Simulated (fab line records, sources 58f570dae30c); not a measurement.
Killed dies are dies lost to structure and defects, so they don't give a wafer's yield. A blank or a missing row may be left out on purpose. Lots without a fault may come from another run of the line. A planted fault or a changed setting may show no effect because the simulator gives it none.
Which tool did it? | flow berkeley_cmos170 | 13 lots, 39 wafers sampled, at 3 steps of a route of 331

WHAT THE GAUGES READ, wafer by wafer
UCB170_NWELL_OVL_MEAS_12. Usual: NWELL_OVL -1 nm, standard deviation 4.6.
lot  | measured    | on         | NWELL_OVL (nm) | flag
L858 | day 2 12:54 | overlay-01 | 2 6 -3         |
L859 | day 3 01:10 | overlay-02 | 4 -10 5        |
L860 | day 3 01:27 | overlay-02 | -1 -5 -2       |
L861 | day 3 06:32 | overlay-01 | - - -          | OFF
L862 | day 3 21:04 | overlay-01 | 0 1 3          |
L870 | day 5 04:05 | overlay-02 | -10 -6 -8      |
L872 | day 5 14:44 | overlay-02 | -6 5 -1        |
L874 | day 6 00:08 | overlay-01 | -5 -5 7        |
L875 | day 6 06:18 | overlay-02 | 3 -9 2         |
L876 | day 6 18:12 | overlay-02 | 9 3 6          |
L879 | day 6 21:11 | overlay-01 | 2 0 -4         |
L877 | day 6 21:19 | overlay-02 | 6 2 1          |
L878 | day 6 21:32 | overlay-01 | -1 3 -2        |

UCB170_NWELL_TW_MEAS_16. Usual: NWELL_TW 1243, standard deviation 16.
lot  | measured    | on            | NWELL_TW       | flag
L858 | day 2 13:17 | film_metro-02 | 1255 1249 1253 |
L859 | day 3 01:34 | film_metro-02 | 1243 1241 1245 |
L860 | day 3 01:51 | film_metro-03 | 1263 1259 1255 |
L861 | day 3 06:55 | film_metro-04 | 30 30 30       | OFF
L862 | day 3 21:27 | film_metro-03 | 1258 1263 1264 |
L870 | day 5 04:29 | film_metro-04 | 1228 1224 1221 |
L872 | day 5 15:10 | film_metro-04 | 1222 1222 1227 |
L874 | day 6 00:31 | film_metro-02 | 1250 1248 1247 |
L875 | day 6 06:41 | film_metro-02 | 1244 1241 1246 |
L876 | day 6 18:38 | film_metro-04 | 1223 1225 1228 |
L879 | day 6 21:34 | film_metro-02 | 1246 1242 1239 |
L877 | day 6 21:42 | film_metro-04 | 1229 1222 1227 |
L878 | day 6 21:56 | film_metro-03 | 1245 1237 1232 |

WHICH TOOL RAN EACH LOT (tool, then ch and the chambers of the sampled wafers, then the start)
lot  | UCB170_NWELL_EXPOSE_09
L858 | krf_scanner-02 ch 0, day 2 12:20
L859 | krf_scanner-01 ch 0, day 3 00:17
L860 | krf_scanner-01 ch 0, day 3 00:35
L861 | krf_scanner-01 ch 0, day 3 06:09
L862 | krf_scanner-02 ch 0, day 3 20:33
L870 | krf_scanner-01 ch 0, day 5 03:04
L872 | krf_scanner-01 ch 0, day 5 14:02
L874 | krf_scanner-02 ch 0, day 5 23:45
L875 | krf_scanner-01 ch 0, day 6 05:53
L876 | krf_scanner-01 ch 0, day 6 17:36
L879 | krf_scanner-02 ch 0, day 6 20:47
L877 | krf_scanner-02 ch 0, day 6 20:56
L878 | krf_scanner-01 ch 0, day 6 21:09
- UCB170_NWELL_EXPOSE_09: exposes mask NWELL, target cd 3000 nm.

WHAT THE TOOLS THEMSELVES READ (means of the sampled wafers that have a number; where no wafer has one, the mark that the record gives instead)
The record holds no such reading with a usual standard deviation.

THE ANSWER, worked out from the rows above alone
Rule: a lot is off if the mean of its wafers that have a number lies more than 3 standard deviations from the usual mean. A lot without any number at a reading at which 4 lots or more have one is off too. The other lots that the step has rows for count as sound. The gauges are gone through in route order, then the tools' own readings, and for those a lot's mean is taken as printed above. The first step at which some lot is off is used, and at that step the reading that is off furthest; a lot without a number counts as furthest.
Off: L861, at UCB170_NWELL_OVL_MEAS_12 (NWELL_OVL). Without a number there: L861.
A tool fits if, at a process step before that reading, it ran every lot that is off, and no sound lot after the first of them. The gauges at UCB170_NWELL_OVL_MEAS_12 aren't tried: what is off there is off at UCB170_NWELL_TW_MEAS_16 too, on other tools, and a gauge's error can't cause that. None of those tried fits.

WHAT THE SIMULATOR HAD PUT IN
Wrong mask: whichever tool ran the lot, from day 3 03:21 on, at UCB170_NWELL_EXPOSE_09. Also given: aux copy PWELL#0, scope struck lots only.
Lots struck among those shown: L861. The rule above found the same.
